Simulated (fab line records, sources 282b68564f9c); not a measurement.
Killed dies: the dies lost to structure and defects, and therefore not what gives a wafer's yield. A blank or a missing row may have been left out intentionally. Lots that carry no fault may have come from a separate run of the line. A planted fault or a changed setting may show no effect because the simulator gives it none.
A sampling plan put to the test    flow rit cmos    one fab line, 33 faults that these records tell of, each judged on the records of the lots that it struck; 1 more is left out, because the records don't allow judging it
The plan is the line's own looks: the steps of the route at which a gauge or an inspection reads the wafer and doesn't change it. Where struck wafers have a number at a look and the file lists that look's usual mean and standard deviation on fault-free wafers, the look can be judged. Caught: a look later than the fault's first step finds the struck wafers' mean 4 or more of those standard deviations (sigma) from the usual mean. On the tool: the test repeated on the tool's own readings taken at the fault's steps. It also counts as caught if the struck wafers ran another recipe or if their record alone is blank.

== THE FAULTS, as the simulator had put them in ==
1. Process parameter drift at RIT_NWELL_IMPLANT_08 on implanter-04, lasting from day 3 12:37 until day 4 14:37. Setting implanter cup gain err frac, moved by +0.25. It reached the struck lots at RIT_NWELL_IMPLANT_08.
2. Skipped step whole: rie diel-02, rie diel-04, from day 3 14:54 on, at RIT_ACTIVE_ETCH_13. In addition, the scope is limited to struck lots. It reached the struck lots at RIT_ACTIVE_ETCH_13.
3. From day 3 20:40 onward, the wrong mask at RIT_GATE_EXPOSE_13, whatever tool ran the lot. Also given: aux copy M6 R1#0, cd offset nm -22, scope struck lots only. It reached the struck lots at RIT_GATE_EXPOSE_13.
4. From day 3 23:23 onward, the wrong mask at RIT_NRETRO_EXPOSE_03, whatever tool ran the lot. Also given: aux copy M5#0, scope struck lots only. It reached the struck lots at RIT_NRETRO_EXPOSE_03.
5. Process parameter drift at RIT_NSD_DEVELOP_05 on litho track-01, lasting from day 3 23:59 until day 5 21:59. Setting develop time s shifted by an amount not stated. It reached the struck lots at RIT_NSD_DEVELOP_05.
6. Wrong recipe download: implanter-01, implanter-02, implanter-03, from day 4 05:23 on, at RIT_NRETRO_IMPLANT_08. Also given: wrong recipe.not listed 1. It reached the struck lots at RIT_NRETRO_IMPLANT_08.
7. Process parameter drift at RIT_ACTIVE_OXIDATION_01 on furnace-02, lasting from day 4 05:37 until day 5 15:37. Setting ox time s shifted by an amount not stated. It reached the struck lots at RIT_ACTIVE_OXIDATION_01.
8. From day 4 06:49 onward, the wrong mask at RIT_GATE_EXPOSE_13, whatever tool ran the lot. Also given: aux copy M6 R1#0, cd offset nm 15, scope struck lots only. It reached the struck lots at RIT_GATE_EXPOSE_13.
9. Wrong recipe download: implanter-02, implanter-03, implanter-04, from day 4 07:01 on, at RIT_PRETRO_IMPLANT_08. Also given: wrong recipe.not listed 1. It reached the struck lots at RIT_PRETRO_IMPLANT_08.
10. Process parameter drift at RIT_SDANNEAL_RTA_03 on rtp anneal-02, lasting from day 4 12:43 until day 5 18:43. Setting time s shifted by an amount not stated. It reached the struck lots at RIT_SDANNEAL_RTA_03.
11. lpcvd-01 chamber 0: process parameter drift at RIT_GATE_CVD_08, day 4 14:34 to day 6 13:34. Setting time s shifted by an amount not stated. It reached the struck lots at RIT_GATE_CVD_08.
12. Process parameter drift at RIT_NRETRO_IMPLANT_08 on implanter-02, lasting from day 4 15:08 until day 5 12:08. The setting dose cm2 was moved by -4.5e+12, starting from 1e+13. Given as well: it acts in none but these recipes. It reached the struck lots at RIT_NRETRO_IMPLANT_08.
13. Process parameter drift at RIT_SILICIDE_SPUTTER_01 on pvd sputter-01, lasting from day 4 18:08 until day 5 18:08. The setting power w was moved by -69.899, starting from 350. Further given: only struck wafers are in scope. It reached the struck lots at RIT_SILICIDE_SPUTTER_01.
14. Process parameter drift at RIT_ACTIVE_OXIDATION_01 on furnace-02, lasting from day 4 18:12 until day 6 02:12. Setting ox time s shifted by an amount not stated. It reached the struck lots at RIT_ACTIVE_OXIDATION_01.
15. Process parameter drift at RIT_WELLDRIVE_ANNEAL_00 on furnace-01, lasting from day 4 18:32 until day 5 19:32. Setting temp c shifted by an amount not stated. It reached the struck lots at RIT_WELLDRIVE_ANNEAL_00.
16. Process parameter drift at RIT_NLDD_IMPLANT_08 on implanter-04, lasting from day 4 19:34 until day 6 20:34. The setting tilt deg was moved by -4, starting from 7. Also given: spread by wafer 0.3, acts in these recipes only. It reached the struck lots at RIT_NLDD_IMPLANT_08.
17. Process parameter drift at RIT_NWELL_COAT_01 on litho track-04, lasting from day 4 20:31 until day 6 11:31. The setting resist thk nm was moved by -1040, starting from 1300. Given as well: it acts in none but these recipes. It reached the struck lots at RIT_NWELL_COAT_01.
18. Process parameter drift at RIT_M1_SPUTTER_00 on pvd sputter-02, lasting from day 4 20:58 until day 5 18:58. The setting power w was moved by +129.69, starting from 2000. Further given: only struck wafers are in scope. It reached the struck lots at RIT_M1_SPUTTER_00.
19. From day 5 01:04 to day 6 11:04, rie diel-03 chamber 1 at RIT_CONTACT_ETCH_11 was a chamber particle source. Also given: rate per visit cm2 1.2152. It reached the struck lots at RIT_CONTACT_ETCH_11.
20. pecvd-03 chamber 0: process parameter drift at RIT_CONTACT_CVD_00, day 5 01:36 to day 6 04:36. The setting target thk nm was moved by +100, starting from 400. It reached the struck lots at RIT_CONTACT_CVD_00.
21. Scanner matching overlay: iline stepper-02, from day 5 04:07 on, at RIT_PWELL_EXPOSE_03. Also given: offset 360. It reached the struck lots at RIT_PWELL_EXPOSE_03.
22. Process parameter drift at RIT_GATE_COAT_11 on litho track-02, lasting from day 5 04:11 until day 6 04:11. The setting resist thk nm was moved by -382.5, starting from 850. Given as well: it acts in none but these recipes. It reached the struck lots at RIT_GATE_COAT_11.
23. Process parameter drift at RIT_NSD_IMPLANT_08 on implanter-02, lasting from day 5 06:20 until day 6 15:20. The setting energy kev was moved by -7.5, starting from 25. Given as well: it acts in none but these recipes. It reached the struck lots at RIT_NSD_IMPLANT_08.
24. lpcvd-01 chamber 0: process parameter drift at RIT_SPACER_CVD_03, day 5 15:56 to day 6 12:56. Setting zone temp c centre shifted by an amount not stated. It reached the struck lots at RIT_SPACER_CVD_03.
25. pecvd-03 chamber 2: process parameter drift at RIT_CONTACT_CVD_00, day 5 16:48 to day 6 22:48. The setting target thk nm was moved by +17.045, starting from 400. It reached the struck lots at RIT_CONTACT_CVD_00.
26. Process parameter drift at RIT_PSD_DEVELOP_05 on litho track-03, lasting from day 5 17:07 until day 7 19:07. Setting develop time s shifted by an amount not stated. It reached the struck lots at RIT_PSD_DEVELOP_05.
27. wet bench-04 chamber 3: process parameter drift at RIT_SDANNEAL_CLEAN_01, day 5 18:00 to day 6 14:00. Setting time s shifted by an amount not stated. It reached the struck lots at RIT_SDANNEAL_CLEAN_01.
28. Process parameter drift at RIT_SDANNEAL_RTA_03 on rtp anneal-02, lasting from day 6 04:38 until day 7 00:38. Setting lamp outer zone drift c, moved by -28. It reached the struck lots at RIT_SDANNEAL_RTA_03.
29. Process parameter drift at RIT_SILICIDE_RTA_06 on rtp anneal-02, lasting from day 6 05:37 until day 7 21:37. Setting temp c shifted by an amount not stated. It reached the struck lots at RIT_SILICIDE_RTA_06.
30. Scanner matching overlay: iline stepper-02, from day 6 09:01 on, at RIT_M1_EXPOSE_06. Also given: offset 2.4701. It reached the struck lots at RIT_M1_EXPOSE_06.
31. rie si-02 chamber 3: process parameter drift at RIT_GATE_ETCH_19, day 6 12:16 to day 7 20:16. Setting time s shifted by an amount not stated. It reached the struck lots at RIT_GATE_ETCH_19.
32. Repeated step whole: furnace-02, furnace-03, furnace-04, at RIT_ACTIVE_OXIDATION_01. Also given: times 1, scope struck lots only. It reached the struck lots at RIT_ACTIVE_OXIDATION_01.
33. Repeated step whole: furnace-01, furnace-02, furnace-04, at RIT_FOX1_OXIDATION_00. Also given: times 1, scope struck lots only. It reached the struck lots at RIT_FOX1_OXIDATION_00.

== WHAT THE PLAN SAW ==
fault  on the tool itself                                first look that catches it                       reading, sigma                                                median hours from its first step to that look  hours from the fault's start to the first struck lot there  judged looks passed uncaught
1      faraday current uA +11 sigma                      RIT_NWELL_TW_MEAS_10                             NWELL_TW -13                                                  0.3                                            20                                                          0
2      the tool's record is blank for the struck wafers  no look after it can be judged                   -                                                             -                                              -                                                           0
3      under 2 sigma                                     RIT_GATE_CD_MEAS_16                              cd nm -9.0                                                    0.4                                            2                                                           0
4      no reading that can be judged                     RIT_NRETRO_TW_MEAS_10                            NRETRO_TW -99 or beyond                                       1.0                                            3                                                           0
5      no reading that can be judged                     RIT_NSD_TW_MEAS_10                               NSD_TW -99 or beyond                                          0.9                                            7                                                           0
6      under 2 sigma                                     RIT_NRETRO_TW_MEAS_10                            NRETRO_TW +50                                                 0.3                                            3                                                           0
7      under 2 sigma                                     RIT_ACTIVE_THK_MEAS_02                           ACTIVE_OXIDE_THK -13                                          2.0                                            9                                                           0
8      under 2 sigma                                     RIT_GATE_CD_MEAS_16                              cd nm +6.6                                                    0.4                                            3                                                           0
9      under 2 sigma                                     RIT_PRETRO_TW_MEAS_10                            PRETRO_TW +90                                                 0.3                                            3                                                           0
10     under 2 sigma                                     RIT_SDANNEAL_RS_MEAS_04                          PSD_RS -99 or beyond                                          0.1                                            4                                                           0
11     under 2 sigma                                     RIT_GATE_THK_MEAS_09                             GATE_POLY_THK -5.5                                            1.6                                            4                                                           0
12     dose ions cm2 -99 or beyond sigma                 RIT_NRETRO_TW_MEAS_10                            NRETRO_TW -25                                                 0.3                                            3                                                           0
13     cathode dc power W -99 or beyond sigma            RIT_SILICIDE_RS_MEAS_02                          SILICIDE_TI_RS +20                                            0.2                                            6                                                           0
14     under 2 sigma                                     RIT_ACTIVE_THK_MEAS_02                           ACTIVE_OXIDE_THK +31                                          2.0                                            7                                                           0
15     tube center temp C +99 or beyond sigma            RIT_WELLDRIVE_RS_MEAS_01                         NWELL_RS -21                                                  5.1                                            3                                                           0
16     no reading that can be judged                     no look after it can be judged                   -                                                             -                                              -                                                           0
17     under 2 sigma                                     RIT_PWELL_TW_MEAS_10                             PWELL_TW +99 or beyond                                        3.1                                            6                                                           0
18     cathode dc power W +99 or beyond sigma            none of the 4 looks that can be judged after it  strongest: M1_AL_RS at RIT_M1_RS_MEAS_01, -3.5                -                                              -                                                           4
19     under 2 sigma                                     no look after it can be judged                   -                                                             -                                              -                                                           0
20     under 2 sigma                                     RIT_CONTACT_THK_MEAS_01                          CONTACT_TEOS_THK +20                                          0.1                                            8                                                           0
21     no reading that can be judged                     RIT_PWELL_OVL_MEAS_06                            PWELL_OVL +99 or beyond                                       0.5                                            3                                                           0
22     no reading that can be judged                     RIT_GATE_CD_MEAS_16                              cd nm -36                                                     0.8                                            6                                                           0
23     beam energy keV -99 or beyond sigma               RIT_NSD_TW_MEAS_10                               NSD_TW -13                                                    0.3                                            5                                                           0
24     spike tc centre C +9.6 sigma                      RIT_SPACER_THK_MEAS_04                           SPACER_NITRIDE_THK +13                                        1.9                                            8                                                           0
25     under 2 sigma                                     not the one look that can be judged after it     strongest: CONTACT_TEOS_THK at RIT_CONTACT_THK_MEAS_01, +3.5  -                                              -                                                           1
26     under 2 sigma                                     RIT_PSD_TW_MEAS_10                               PSD_TW -99 or beyond                                          1.1                                            6                                                           0
27     run length s +42 sigma                            none of the 4 looks that can be judged after it  -                                                             -                                              -                                                           4
28     under 2 sigma                                     RIT_SDANNEAL_RS_MEAS_04                          PSD_RS +35                                                    0.1                                            5                                                           0
29     under 2 sigma                                     none of the 8 looks that can be judged after it  -                                                             -                                              -                                                           8
30     under 2 sigma                                     no look after it can be judged                   -                                                             -                                              -                                                           0
31     run length s +99 or beyond sigma                  no look after it can be judged                   -                                                             -                                              -                                                           0
32     under 2 sigma                                     RIT_ACTIVE_THK_MEAS_02                           ACTIVE_OXIDE_THK +36                                          4.5                                            -                                                           0
33     under 2 sigma                                     RIT_FOX1_THK_MEAS_01                             FOX1_OXIDE_THK +28                                            2.9                                            -                                                           0
Dash: fault not caught, or number not given in these records.

Caught at a look: 24 of 33. Caught on the tool: 10 of 33. By one or the other: 28 of 33.
Faults caught by the tool alone: 2, 18, 27, 31.
Caught at a look alone: faults 3, 4, 5, 6, 7, 8, 9, 10, 11, 14, 17, 20, 21, 22, 26, 28, 32, 33.
Caught by neither: faults 16, 19, 25, 29, 30.

== THINNER SAMPLING ==
Were the look that catches a fault to measure just every second or every third lot (counted by lot number), the first struck lot would, at worst, be measured this late:
fault  struck lots at that look, in order of time  every lot  every second lot  every third lot
1      L107, L108                                  20 h       25 h              may miss all 2
3      L690                                        2 h        may miss it       may miss it
4      L199                                        3 h        may miss it       may miss it
5      L498, L502                                  7 h        may miss all 2    may miss all 2
6      L649, L650, L651, L652                      3 h        8 h               12 h
7      L934, L936, L937                            9 h        24 h              may miss all 3
8      L997                                        3 h        may miss it       may miss it
9      L834, L835, L836, L837                      3 h        8 h               12 h
10     L376, L378, L380                            4 h        may miss all 3    24 h
11     L311                                        4 h        may miss it       may miss it
12     L394, L395                                  3 h        8 h               may miss all 2
13     L779, L781                                  6 h        may miss all 2    may miss all 2
14     L292, L293                                  7 h        12 h              may miss all 2
15     L309, L310, L311                            3 h        8 h               13 h
17     L422, L423                                  6 h        12 h              may miss all 2
20     L434, L437                                  8 h        23 h              may miss all 2
21     L714, L718, L719                            3 h        28 h              28 h
22     L204, L206                                  6 h        may miss all 2    may miss all 2
23     L421, L422                                  5 h        11 h              may miss all 2
24     L571                                        8 h        may miss it       may miss it
26     L971, L974                                  6 h        22 h              may miss all 2
28     L902, L904                                  5 h        may miss all 2    may miss all 2
Hours are from the fault's start to the first struck lot that is measured. 4 sigma limit: tested on the pooled struck wafers, so a lone lot may be under it. Other struck lots may not be in these records.

== THE LONGEST TIMED WAY FROM STEP TO LOOK ==
For fault 15, RIT_WELLDRIVE_ANNEAL_00 and RIT_WELLDRIVE_RS_MEAS_01 are separated by a median of 5.1 hours. No look between them can be judged.
